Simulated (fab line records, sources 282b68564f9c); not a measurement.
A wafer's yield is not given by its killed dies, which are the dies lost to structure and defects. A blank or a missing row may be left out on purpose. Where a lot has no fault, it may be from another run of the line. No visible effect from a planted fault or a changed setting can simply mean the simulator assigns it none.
Which tool is to blame? / flow rit_cmos / 14 lots with 42 wafers sampled at 3 steps, on a route of 202 steps

== WHAT THE GAUGES SHOWED, per wafer ==
RIT_NLDD_TW_MEAS_10.
lot=L705; measured=day 2 17:25; on=film_metro-02; NLDD_TW=2467 2479 2468
lot=L706; measured=day 2 22:22; on=film_metro-01; NLDD_TW=2465 2477 2472
lot=L707; measured=day 3 04:46; on=film_metro-01; NLDD_TW=2463 2446 2454
lot=L708; measured=day 3 09:30; on=film_metro-01; NLDD_TW=2437 2453 2463
lot=L710; measured=day 3 19:17; on=film_metro-01; NLDD_TW=2456 2448 2437
lot=L714; measured=day 4 15:11; on=film_metro-03; NLDD_TW=2463 2473 2477
lot=L715; measured=day 4 20:01; on=film_metro-03; NLDD_TW=2491 2495 2492
lot=L716; measured=day 5 00:22; on=film_metro-03; NLDD_TW=2460 2463 2459
lot=L717; measured=day 5 06:41; on=film_metro-03; NLDD_TW=2468 2470 2468
lot=L718; measured=day 5 11:11; on=film_metro-02; NLDD_TW=2462 2457 2464
lot=L719; measured=day 5 17:02; on=film_metro-02; NLDD_TW=2401 2400 2405
lot=L721; measured=day 6 02:10; on=film_metro-02; NLDD_TW=2415 2414 2396
lot=L727; measured=day 7 09:13; on=film_metro-02; NLDD_TW=2459 2459 2453
lot=L728; measured=day 7 15:42; on=film_metro-01; NLDD_TW=2457 2460 2457

RIT_SDANNEAL_RS_MEAS_07: a four-point-probe measurement.
lot=L705; measured=day 3 01:10; on=film_metro-01; NLDD_RS (ohm/sq)=152.2 151.7 151.9
lot=L706; measured=day 3 06:14; on=film_metro-03; NLDD_RS (ohm/sq)=151.3 152.0 151.9
lot=L707; measured=day 3 12:40; on=film_metro-02; NLDD_RS (ohm/sq)=151.1 151.2 151.9
lot=L708; measured=day 3 17:34; on=film_metro-02; NLDD_RS (ohm/sq)=152.5 152.2 152.3
lot=L710; measured=day 4 04:01; on=film_metro-03; NLDD_RS (ohm/sq)=151.3 151.6 151.4
lot=L714; measured=day 4 23:17; on=film_metro-03; NLDD_RS (ohm/sq)=151.4 151.8 151.5
lot=L715; measured=day 5 03:52; on=film_metro-03; NLDD_RS (ohm/sq)=150.8 151.1 151.2
lot=L716; measured=day 5 08:37; on=film_metro-02; NLDD_RS (ohm/sq)=152.8 153.1 153.0
lot=L717; measured=day 5 14:32; on=film_metro-03; NLDD_RS (ohm/sq)=150.6 151.4 151.3
lot=L718; measured=day 5 20:01; on=film_metro-03; NLDD_RS (ohm/sq)=151.9 151.1 151.5
lot=L719; measured=day 6 01:05; on=film_metro-02; NLDD_RS (ohm/sq)=162.5 162.7 163.0
lot=L721; measured=day 6 10:02; on=film_metro-03; NLDD_RS (ohm/sq)=160.4 160.5 160.9
lot=L727; measured=day 7 17:06; on=film_metro-02; NLDD_RS (ohm/sq)=151.6 151.4 151.1
lot=L728; measured=day 7 23:28; on=film_metro-03; NLDD_RS (ohm/sq)=152.1 151.8 151.6

== WHAT TOOL EACH LOT RAN ON (gives the tool, then ch and the chambers of the sampled wafers, and finally the start) ==
lot=L705; RIT_NLDD_IMPLANT_08=implanter-03 ch 0, day 2 17:07
lot=L706; RIT_NLDD_IMPLANT_08=implanter-04 ch 0, day 2 22:05
lot=L707; RIT_NLDD_IMPLANT_08=implanter-03 ch 0, day 3 04:26
lot=L708; RIT_NLDD_IMPLANT_08=implanter-04 ch 0, day 3 09:11
lot=L710; RIT_NLDD_IMPLANT_08=implanter-04 ch 0, day 3 18:59
lot=L714; RIT_NLDD_IMPLANT_08=implanter-03 ch 0, day 4 14:52
lot=L715; RIT_NLDD_IMPLANT_08=implanter-04 ch 0, day 4 19:43
lot=L716; RIT_NLDD_IMPLANT_08=implanter-04 ch 0, day 5 00:02
lot=L717; RIT_NLDD_IMPLANT_08=implanter-03 ch 0, day 5 06:22
lot=L718; RIT_NLDD_IMPLANT_08=implanter-02 ch 0, day 5 10:53
lot=L719; RIT_NLDD_IMPLANT_08=implanter-04 ch 0, day 5 16:43
lot=L721; RIT_NLDD_IMPLANT_08=implanter-04 ch 0, day 6 01:52
lot=L727; RIT_NLDD_IMPLANT_08=implanter-02 ch 0, day 7 08:53
lot=L728; RIT_NLDD_IMPLANT_08=implanter-03 ch 0, day 7 15:23
- RIT_NLDD_IMPLANT_08

== WHAT THE TOOLS THEMSELVES READ (means of the sampled wafers that have a number; where no wafer has one, the mark that the record gives instead) ==
RIT_NLDD_IMPLANT_08.
lot=L705; tool=implanter-03; dose_ions_cm2=5e+14; end_station_pressure_torr (Torr)=6.3e-06; faraday_current_uA=1596
lot=L706; tool=implanter-04; dose_ions_cm2=5e+14; end_station_pressure_torr (Torr)=6.6e-06; faraday_current_uA=1599
lot=L707; tool=implanter-03; dose_ions_cm2=5e+14; end_station_pressure_torr (Torr)=5.8e-06; faraday_current_uA=1563
lot=L708; tool=implanter-04; dose_ions_cm2=5e+14; end_station_pressure_torr (Torr)=6.3e-06; faraday_current_uA=1523
lot=L710; tool=implanter-04; dose_ions_cm2=5e+14; end_station_pressure_torr (Torr)=6.1e-06; faraday_current_uA=1576
lot=L714; tool=implanter-03; dose_ions_cm2=5e+14; end_station_pressure_torr (Torr)=6.5e-06; faraday_current_uA=1596
lot=L715; tool=implanter-04; dose_ions_cm2=5e+14; end_station_pressure_torr (Torr)=6.3e-06; faraday_current_uA=1559
lot=L716; tool=implanter-04; dose_ions_cm2=5e+14; end_station_pressure_torr (Torr)=6.3e-06; faraday_current_uA=1591
lot=L717; tool=implanter-03; dose_ions_cm2=5e+14; end_station_pressure_torr (Torr)=6.2e-06; faraday_current_uA=1597
lot=L718; tool=implanter-02; dose_ions_cm2=5e+14; end_station_pressure_torr (Torr)=6.4e-06; faraday_current_uA=1617
lot=L719; tool=implanter-04; dose_ions_cm2=5e+14; end_station_pressure_torr (Torr)=6.2e-06; faraday_current_uA=1467
lot=L721; tool=implanter-04; dose_ions_cm2=5e+14; end_station_pressure_torr (Torr)=6.2e-06; faraday_current_uA=1431
lot=L727; tool=implanter-02; dose_ions_cm2=5e+14; end_station_pressure_torr (Torr)=6.3e-06; faraday_current_uA=1567
lot=L728; tool=implanter-03; dose_ions_cm2=5e+14; end_station_pressure_torr (Torr)=6.6e-06; faraday_current_uA=1566

== THE ANSWER, worked out from the rows above alone ==
Rule: usual is defined by the lots themselves. Put in order of their means at a reading, lots are off if they are a third of the lots or fewer, leave a main group of 4 or more, and stand apart from it by a gap of 3 or more times the standard deviation of the main group's means; of several such gaps the widest counts. Not used: any main group whose means are identical at the precision the tables above print for the reading. Also off: a lot with no number at a reading for which 4 or more lots have one. All remaining lots with rows at the step are treated as sound. Order of review: gauges by route order, followed by the tools' own readings, for which a lot's mean as printed above is used. At the first step where some lot is off, the reading lying furthest off is the one used; lots without a number count as furthest.
Off: L719, L721, at RIT_NLDD_TW_MEAS_10 (NLDD_TW). For the main group the mean is 2464 and the standard deviation 12.
If a tool, at a process step before that reading, ran all the lots that are off and no sound lot after the first of them, it fits. Those tools and the gauges at RIT_NLDD_TW_MEAS_10 are tried in the same way. One fits: implanter-04 at RIT_NLDD_IMPLANT_08. Its last sound lot is L716 (day 5 00:02), its first lot that is off L719 (day 5 16:43): a fault that began between those two fits.
The tool's own readings at RIT_NLDD_IMPLANT_08 bear it out: on the lots that are off they differ by more than 5 times the standard deviation of the sound lots' means. faraday_current_uA reads 1449 there against 1579 on the sound lots.

== WHAT THE SIMULATOR PUT IN ==
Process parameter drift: implanter-04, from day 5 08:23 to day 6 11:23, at RIT_NLDD_IMPLANT_08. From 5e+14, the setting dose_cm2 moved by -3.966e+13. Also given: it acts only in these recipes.
Lots struck among those shown: L719, L721. This agrees with what the rule above found.
